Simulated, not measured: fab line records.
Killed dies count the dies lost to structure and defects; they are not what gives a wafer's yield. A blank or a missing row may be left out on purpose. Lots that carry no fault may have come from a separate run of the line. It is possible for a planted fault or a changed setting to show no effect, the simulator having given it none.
Code-filled problem report in 8D (eight disciplines) form + flow ritCmos + the parts of the form that need people (team, actions taken, sign-off) are left out

== 1. THE PROBLEM ==
Wafers free of any fault read 1.0 nm (standard deviation 1.7) for CONTACT_OVL at RIT_CONTACT_OVL_MEAS_09, against a mean of -149.4 nm on 6 wafers of 2 lots. That puts it -88 standard deviations away from the usual mean.
First observed at day 7 07:30: wafer L526.3, on overlay-01. At this step, 42 wafers from 14 lots have a number in the record. The rule behind "out" and "out of limits": a value lying over 4 standard deviations away from the usual mean. The other wafers with a number count as sound.

== 2. WHAT IT IS AND WHAT IT IS NOT ==
| question                    | is                     | is not                                                                 |
|-----------------------------|------------------------|------------------------------------------------------------------------|
| which readings at this step | CONTACT_OVL            | -                                                                      |
| which lots                  | L526, L528             | L510, L512, L513, L514, L515, L516, L517, L518, L519, L520, L521, L530 |
| which wafers of those lots  | all that have a number | -                                                                      |
| read on which gauges        | overlay-01             | overlay-02                                                             |
| when                        | from day 7 07:30       | up to then (33 sound wafers); but 3 sound wafers of L530 came after    |

== 3. THE SUSPECTS, EACH WITH WHAT RULES IT OUT ==
Counting: a tool at a process step up to the reading stays a suspect if it ran every lot that is out and no sound lot after the first of them.
- the gauge at RIT_CONTACT_OVL_MEAS_09: kept. All the wafers that are out were read on overlay-01, and no step on other tools shows them out.
- ilineStepper-02 at RIT_CONTACT_EXPOSE_05 (exposes mask M11, target cd 1000 nm): kept. It ran every lot that is out, first L526 (day 7 06:53), and no sound lot after that; its last sound lot up to then is L518 (day 5 10:19).
What counting leaves: ilineStepper-02 at RIT_CONTACT_EXPOSE_05 and overlay-01 at RIT_CONTACT_OVL_MEAS_09.

== 4. THE CAUSE (what the simulator had put in) ==
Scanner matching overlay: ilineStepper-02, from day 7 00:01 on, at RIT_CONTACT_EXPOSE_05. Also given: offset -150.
After counting, 2 suspects remain, this tool included.

== 5. THE EFFECT CHAIN, in route order ==
One row per reading whose mean, taken over the struck wafers that have a number, lies over 3 standard deviations from the usual. Only readings whose record carries a usual standard deviation are examined. hours: median over the lots of the time between each lot's start at the first step of this table that gives one and its start at this step. sigmas: the change, counted in usual standard deviations.
| hours | step                    | reading     | usual  | on struck wafers | change | sigmas |
|-------|-------------------------|-------------|--------|------------------|--------|--------|
| 0     | RIT_CONTACT_OVL_MEAS_09 | CONTACT_OVL | 1.0 nm | -149.4           | -150.4 | -88    |

== 6. WHAT WOULD HAVE CAUGHT IT SOONER ==
The first out-of-limits reading at a measuring or inspecting step in this record came at day 7 07:30, 7 hours after the fault's start at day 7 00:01.
L528, from the lots that are out (2), started RIT_CONTACT_EXPOSE_05 on ilineStepper-02 later than day 7 07:30. It would have been spared by a hold on the tool at that moment.
